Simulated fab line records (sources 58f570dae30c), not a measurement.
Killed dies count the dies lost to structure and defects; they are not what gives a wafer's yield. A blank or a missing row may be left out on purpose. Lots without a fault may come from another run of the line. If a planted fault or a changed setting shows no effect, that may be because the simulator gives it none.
fab line records | flow berkeley_cmos170 | part 2 of 2: steps 31 to 40 of 40
record lots=5 | wafers=15 | last_day=10
route steps=331 shown NSD@197 BACKSIDE@199 SDANNEAL@204 PSD@206 PLDD@208 NLDD@209 SILICIDE@210 CONTACT@216
lots that met no fault: taken from a fault-free run of the same line
start_h: the number of hours between the record's first day and the start of the first shown wafer of the lot | wait_h: time in hours since the lot's previous step | " unchanged from the row above | L1.1+2: one row covering several wafers at once | - no value present, or no start provided | * or withheld: withheld | < > ~ a bound
route shown NAME@n: names a module that has steps shown in the file, with the first one's number in the route | usual: the fault-free wafers' mean and standard deviation | same: alike in all rows | chamber/n: place in a boat | sites: the reading at each site | _std_site: the values' standard deviation | _edge_site: inner sites' mean taken away from outer sites' mean | radius_mm: for every site, how far away it sits from the centre of the wafer | mask NAME#n: copy n | behind: the last tool/chamber to shape the wafer | hold: reason for holding the lot/hours on hold/outcome of the hold | device: the transistor (n, p or np) that didn't switch | end of line: the tests these same wafers got at the end of their route | a step given without rows: its recipe and nothing more | killed: dies that structure and defects cost at the first sort, which is not the same as the wafer's yield | map: a wafer's dies, marking killed ones x, the rest . and places with no die _
set.NAME: the setting that was run; set.NAME@STEP: the one run at that earlier step | model.NAME: the simulator's own value behind a step, which no gauge read
lots at selected steps of the route; one table per step, one row per wafer
services: the hour from which a tool's chamber was out of use, counted from the record's first day as start_h (under 0 if before that day), plus the number of hours and why
## steps
# step UCB170_CONTACT_SOFTBAKE_11
# recipe resist=KrF | temp_c=130 | time_s=60
# usual plate_temp_C=130.00/0.12
lot.wafer | tool           | chamber | start_h | wait_h | plate_temp_C
L074.1    | litho_track-03 | 0       | -       | -      | 129.82
L074.2    | "              | 0       | "       | "      | 129.95
L074.6    | "              | 0       | "       | "      | 130.09
L079.1    | litho_track-02 | 0       | -       | -      | 130.15
L079.2    | "              | 0       | "       | "      | 130.19
L079.4    | "              | 0       | "       | "      | 130.19
L081.1    | litho_track-03 | 0       | -       | -      | 129.90
L081.2    | "              | 0       | "       | "      | 130.03
L081.5    | "              | 0       | "       | "      | 129.86
L085.1    | litho_track-02 | 0       | -       | -      | 129.99
L085.2    | "              | 0       | "       | "      | 129.84
L085.3    | "              | 0       | "       | "      | 129.75
L084.2    | litho_track-02 | 0       | -       | -      | 130.13
L084.3    | "              | 0       | "       | "      | 129.88
L084.4    | "              | 0       | "       | "      | 130.02
# step UCB170_CONTACT_EXPOSE_12
# recipe mask_id=CONT | target_cd_nm=700 | na=0.5 | sigma_outer=0.6 | source_shape=conventional | dose_mj=34.29
lot.wafer  | tool           | chamber | start_h | wait_h | mask
L074.1+2+6 | krf_scanner-01 | 0       | 172.00  | -      | CONT#0
L079.1+2+4 | krf_scanner-02 | 0       | 207.21  | -      | CONT#0
L081.1+2+5 | krf_scanner-01 | 0       | 207.54  | -      | CONT#0
L085.1+2+3 | krf_scanner-01 | 0       | 229.11  | -      | CONT#0
L084.2+3+4 | krf_scanner-01 | 0       | 229.45  | -      | CONT#0
# step UCB170_CONTACT_PEB_13
# recipe peb_temp_c=130 | peb_time_s=withheld | resist=KrF
# usual plate_temp_C=130.03/0.15
lot.wafer | tool           | chamber | start_h | wait_h | plate_temp_C
L074.1    | litho_track-02 | 0       | 172.11  | 0.1    | 130.05
L074.2    | "              | 0       | "       | "      | 129.94
L074.6    | "              | 0       | "       | "      | 130.16
L079.1    | litho_track-02 | 0       | 207.53  | 0.3    | 130.26
L079.2    | "              | 0       | "       | "      | 130.17
L079.4    | "              | 0       | "       | "      | 130.21
L081.1    | litho_track-04 | 0       | 208.15  | 0.6    | 129.90
L081.2    | "              | 0       | "       | "      | 130.01
L081.5    | "              | 0       | "       | "      | 130.00
L085.1    | litho_track-04 | 0       | 229.64  | 0.5    | 130.10
L085.2    | "              | 0       | "       | "      | 130.28
L085.3    | "              | 0       | "       | "      | 130.07
L084.2    | litho_track-03 | 0       | 229.99  | 0.5    | 130.05
L084.3    | "              | 0       | "       | "      | 130.20
L084.4    | "              | 0       | "       | "      | 130.23
# step UCB170_CONTACT_DEVELOP_14
# recipe developer=TMAH | develop_time_s=45 | resist=KrF | dev_temp_c=21
# same develop_time_s=45
lot.wafer  | tool           | chamber | start_h | wait_h
L074.1+2+6 | litho_track-02 | 0       | -       | -
L079.1+2+4 | litho_track-02 | 0       | -       | -
L081.1+2+5 | litho_track-04 | 0       | -       | -
L085.1+2+3 | litho_track-04 | 0       | -       | -
L084.2+3+4 | litho_track-03 | 0       | -       | -
# step UCB170_CONTACT_CD_MEAS_15
# recipe target_cd_nm=700
# usual cd_nm=699.4/1.2
lot.wafer | tool      | chamber | start_h | wait_h | cd_nm
L074.1    | cd_sem-02 | -       | 172.39  | -      | 698.1
L074.2    | "         | -       | "       | "      | 697.7
L074.6    | "         | -       | "       | "      | 699.1
L079.1    | cd_sem-02 | -       | 208.06  | -      | 699.5
L079.2    | "         | -       | "       | "      | 701.3
L079.4    | "         | -       | "       | "      | 700.8
L081.1    | cd_sem-02 | -       | 208.54  | -      | 697.5
L081.2    | "         | -       | "       | "      | 697.8
L081.5    | "         | -       | "       | "      | 698.2
L085.1    | cd_sem-01 | -       | 229.91  | -      | 700.9
L085.2    | "         | -       | "       | "      | 699.6
L085.3    | "         | -       | "       | "      | 701.1
L084.2    | cd_sem-01 | -       | 230.26  | -      | 700.8
L084.3    | "         | -       | "       | "      | 700.2
L084.4    | "         | -       | "       | "      | 699.8
# step UCB170_CONTACT_OVL_MEAS_16
# usual CONTACT_OVL=5/5.4
lot.wafer | tool       | chamber | start_h | wait_h | CONTACT_OVL[nm]
L074.1    | overlay-02 | -       | 172.51  | 0.1    | -5
L074.2    | "          | -       | "       | "      | -4
L074.6    | "          | -       | "       | "      | 0
L079.1    | overlay-02 | -       | 208.18  | 0.1    | 10
L079.2    | "          | -       | "       | "      | -4
L079.4    | "          | -       | "       | "      | 0
L081.1    | overlay-01 | -       | 208.66  | 0.1    | 10
L081.2    | "          | -       | "       | "      | 3
L081.5    | "          | -       | "       | "      | 4
L085.1    | overlay-01 | -       | 230.03  | 0.1    | 5
L085.2    | "          | -       | "       | "      | -2
L085.3    | "          | -       | "       | "      | 2
L084.2    | overlay-01 | -       | 230.36  | 0.1    | 5
L084.3    | "          | -       | "       | "      | 3
L084.4    | "          | -       | "       | "      | 11
# step UCB170_CONTACT_ETCH_17
# recipe chemistry=N2/H2 | target_depth_a=withheld | overetch_a=withheld | target=BARC | time_s=withheld | source_w=500 | bias_w=100 | pressure_mtorr=30 | n2_flow_sccm=100 | h2_flow_sccm=200
# usual drypump_motor_current_A=5.8/0.51 | oes_product_au=1.000/0.016 | throttle_valve_pct=13.32/0.16
lot.wafer | tool        | chamber | start_h | wait_h | drypump_motor_current_A | oes_product_au | throttle_valve_pct
L074.1    | rie_diel-01 | 2       | 172.54  | 0.0    | 4.9                     | 0.974          | 13.48
L074.2    | "           | 0       | "       | "      | 6.1                     | 0.980          | 13.41
L074.6    | "           | 3       | "       | "      | 5.8                     | 0.999          | 13.46
L079.1    | rie_diel-03 | 1       | 208.21  | 0.0    | 6.2                     | 0.997          | 13.08
L079.2    | "           | 0       | "       | "      | 6.4                     | 0.984          | 13.59
L079.4    | "           | 0       | "       | "      | 6.4                     | 0.990          | 13.58
L081.1    | rie_diel-01 | 2       | 208.69  | 0.0    | 4.9                     | 0.987          | 13.46
L081.2    | "           | 3       | "       | "      | 5.8                     | 0.993          | 13.47
L081.5    | "           | 2       | "       | "      | 4.9                     | 0.980          | 13.48
L085.1    | rie_diel-01 | 0       | 230.07  | 0.0    | 6.1                     | 0.997          | 13.40
L085.2    | "           | 1       | "       | "      | 5.2                     | 0.996          | 13.37
L085.3    | "           | 3       | "       | "      | 5.8                     | 1.005          | 13.47
L084.2    | rie_diel-03 | 3       | 230.39  | 0.0    | 6.3                     | 1.002          | 13.22
L084.3    | "           | 1       | "       | "      | 6.2                     | 1.002          | 13.09
L084.4    | "           | 0       | "       | "      | 6.4                     | 0.991          | 13.59
# step UCB170_CONTACT_ETCH_18
# recipe chemistry=CHF3/CF4/Ar | target=PSG | stop_on=TiSi2 | CHF3_flow_sccm=45 | cf4_flow_sccm=15 | Ar_flow_sccm=150 | pressure_mtorr=200 | rf_w=700 | target_depth_a=8400 | over_etch_frac=0.2 | time_s=195
# usual CHF3_flow_sccm=45.00/0.13 | drypump_motor_current_A=5.8/0.51 | oes_product_au=0.894/0.012 | throttle_valve_pct=6.92/0.1
lot.wafer | tool        | chamber | start_h | wait_h | CHF3_flow_sccm | drypump_motor_current_A | oes_product_au | rf_hours_counter_h | throttle_valve_pct
L074.1    | rie_diel-01 | 2       | -       | -      | 45.13          | 4.9                     | 0.892          | 127                | 7.01
L074.2    | "           | 0       | "       | "      | 45.12          | 6.1                     | 0.903          | 17                 | 7.01
L074.6    | "           | 3       | "       | "      | 44.93          | 5.8                     | 0.906          | -                  | 6.98
L079.1    | rie_diel-03 | 1       | -       | -      | 44.94          | 6.2                     | 0.899          | 41                 | 6.75
L079.2    | "           | 0       | "       | "      | 45.13          | 6.4                     | 0.883          | 1                  | 7.11
L079.4    | "           | 0       | "       | "      | 44.96          | 6.4                     | 0.873          | -                  | 7.09
L081.1    | rie_diel-01 | 2       | -       | -      | 45.07          | 4.9                     | 0.878          | 129                | 7.01
L081.2    | "           | 3       | "       | "      | 44.79          | 5.8                     | 0.889          | 72                 | 6.99
L081.5    | "           | 2       | "       | "      | 45.06          | 4.9                     | 0.881          | -                  | 7.00
L085.1    | rie_diel-01 | 0       | -       | -      | 45.03          | 6.0                     | 0.894          | 20                 | 7.00
L085.2    | "           | 1       | "       | "      | 45.09          | 5.2                     | 0.893          | 42                 | 6.98
L085.3    | "           | 3       | "       | "      | 45.09          | 5.8                     | 0.894          | 73                 | 6.99
L084.2    | rie_diel-03 | 3       | -       | -      | 45.12          | 6.3                     | 0.884          | 55                 | 6.85
L084.3    | "           | 1       | "       | "      | 44.96          | 6.2                     | 0.897          | 42                 | 6.76
L084.4    | "           | 0       | "       | "      | 45.17          | 6.4                     | 0.880          | 2                  | 7.09
# step UCB170_CONTACT_STRIP_19
# recipe chemistry=O2 | power_w=400 | pressure_mtorr=3500 | platen_temp_c=withheld | o2_flow_sccm=400 | overash_fraction=0.5
# usual drypump_motor_current_A=5.6/0.7 | oes_product_au=0.725/0.0047
lot.wafer | tool            | chamber | start_h | wait_h | drypump_motor_current_A | oes_product_au | rf_hours_counter_h
L074.1    | plasma_asher-02 | 0       | 172.71  | -      | 6.1                     | 0.726          | 36
L074.2    | "               | 1       | "       | "      | 6.6                     | 0.719          | 36
L074.6    | "               | 0       | "       | "      | 6.2                     | 0.725          | -
L079.1    | plasma_asher-03 | 1       | 208.38  | -      | 4.7                     | 0.727          | 48
L079.2    | "               | 0       | "       | "      | 6.0                     | 0.733          | 48
L079.4    | "               | 1       | "       | "      | 4.7                     | 0.727          | -
L081.1    | plasma_asher-04 | 0       | 208.86  | -      | 4.9                     | 0.728          | 46
L081.2    | "               | 1       | "       | "      | 5.4                     | 0.714          | 46
L081.5    | "               | 0       | "       | "      | 4.9                     | 0.723          | -
L085.1    | plasma_asher-04 | 1       | 230.24  | -      | 5.3                     | 0.731          | 48
L085.2    | "               | 0       | "       | "      | 4.9                     | 0.727          | 48
L085.3    | "               | 0       | "       | "      | 4.9                     | 0.724          | -
L084.2    | plasma_asher-03 | 1       | 230.56  | -      | 4.7                     | 0.727          | 51
L084.3    | "               | 0       | "       | "      | 6.0                     | 0.723          | -
L084.4    | "               | 1       | "       | "      | 4.7                     | 0.730          | -
# step UCB170_CONTACT_CD_MEAS_90
# recipe target_cd_nm=700
# usual cd_nm=699.6/1.2
lot.wafer | tool      | chamber | start_h | wait_h | cd_nm
L074.1    | cd_sem-01 | -       | 172.81  | 0.1    | 699.5
L074.2    | "         | -       | "       | "      | 698.3
L074.6    | "         | -       | "       | "      | 699.8
L079.1    | cd_sem-02 | -       | 208.66  | 0.2    | 700.0
L079.2    | "         | -       | "       | "      | 701.1
L079.4    | "         | -       | "       | "      | 700.3
L081.1    | cd_sem-02 | -       | 208.96  | 0.1    | 698.4
L081.2    | "         | -       | "       | "      | 699.2
L081.5    | "         | -       | "       | "      | 699.1
L085.1    | cd_sem-01 | -       | 230.36  | 0.1    | 702.6
L085.2    | "         | -       | "       | "      | 700.2
L085.3    | "         | -       | "       | "      | 701.5
L084.2    | cd_sem-01 | -       | 230.68  | 0.1    | 701.2
L084.3    | "         | -       | "       | "      | 699.9
L084.4    | "         | -       | "       | "      | 700.1
## services
tool            | chamber | start_h | hours | kind
krf_scanner-02  | -       | 153.62  | 1.3   | pm
rie_diel-01     | 1       | 161.36  | 2.5   | repair
lpcvd-01        | -       | 161.77  | 14.6  | pm
rie_diel-03     | 0       | 165.17  | -     | clean
rie_diel-03     | 0       | 165.17  | 22.3  | scheduled_down
rie_diel-03     | 0       | 165.17  | 22.3  | vent_cycle
plasma_asher-04 | -       | 173.59  | 2.8   | repair
krf_scanner-01  | -       | 175.32  | 1.3   | pm
rtp_anneal-01   | -       | 179.24  | 0.9   | pm
rie_diel-01     | 2       | 182.46  | 16.5  | repair
pvd_sputter-04  | -       | 196.83  | 0.6   | repair
rie_diel-03     | 3       | 201.23  | 7.4   | repair
rie_diel-01     | 0       | 202.88  | 1.6   | repair
pvd_sputter-04  | -       | 219.16  | 1.9   | repair
krf_scanner-01  | 0       | 221.85  | -     | calibration
